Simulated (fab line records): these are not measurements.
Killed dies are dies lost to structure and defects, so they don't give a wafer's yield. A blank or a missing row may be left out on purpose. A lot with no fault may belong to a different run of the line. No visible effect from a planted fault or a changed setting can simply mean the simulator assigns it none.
The same fault as seen by 2 desks / flow berkeley cmos170 / each desk has only its own numbers; what lay behind them comes last

## THE METROLOGY DESK
Lot by lot, what the gauges showed, no matter which tool ran the lot: averages of those sampled wafers that carry a number. A lot is out of limits, marked OUT, if its mean lies more than 4 standard deviations from the usual mean; the brackets give that distance.
Columns: A = cd nm at UCB170_CONTACT_CD_MEAS_15, usual 700.0 nm; B = cd nm at UCB170_M3_CD_MEAS_90, usual 700.3 nm
lot=L677; first seen here=day 8 15:36; A=700.3; B=698.5
lot=L676; first seen here=day 8 18:27; A=700.0; B=704.5
lot=L678; first seen here=day 8 20:56; A=700.2; B=700.2
lot=L681; first seen here=day 9 17:07; A=699.5; B=698.8
lot=L680; first seen here=day 9 17:26; A=701.4; B=699.1
lot=L682; first seen here=day 9 18:02; A=701.7; B=700.3
lot=L683; first seen here=day 9 18:02; A=700.0; B=700.7
lot=L685; first seen here=day 10 05:04; A=701.0; B=698.5
lot=L684; first seen here=day 10 12:04; A=698.8; B=698.5
lot=L687; first seen here=day 10 22:16; A=702.0; B=698.2
lot=L689; first seen here=day 10 22:50; A=697.7; B=700.3
lot=L694; first seen here=day 11 23:58; A=701.1; B=699.4
lot=L692; first seen here=day 12 01:34; A=700.3; B=700.7
lot=L695; first seen here=day 12 09:07; A=701.1; B=699.1
Result from this desk: across the 14 lots, nothing is out of limits.

## THE TOOL OWNER'S DESK: pecvd-02
The tool's own readings at UCB170_V1_CVD_00 (deposits SiO2 from TEOS/O2, target thk 2000 nm, time 250 s): means of the sampled wafers that have a number, for each lot that ran on this tool. A lot is out of limits, marked OUT, if its mean lies more than 4 standard deviations from the usual mean; the brackets give that distance.
Columns: A = heater power w at UCB170_V1_CVD_00, usual 266 W
lot=L681; first seen here=day 9 20:57; A=296
lot=L683; first seen here=day 9 23:37; A=265
lot=L684; first seen here=day 10 16:50; A=260
lot=L687; first seen here=day 11 02:02; A=235
lot=L689; first seen here=day 11 03:23; A=273
lot=L692; first seen here=day 12 06:52; A=282
Result from this desk: across the 6 lots, nothing is out of limits.

## TAKEN TOGETHER
The metrology desk saw nothing out of limits.
Nothing out of limits was seen by the tool owner's desk.

## WHAT THE SIMULATOR PUT IN
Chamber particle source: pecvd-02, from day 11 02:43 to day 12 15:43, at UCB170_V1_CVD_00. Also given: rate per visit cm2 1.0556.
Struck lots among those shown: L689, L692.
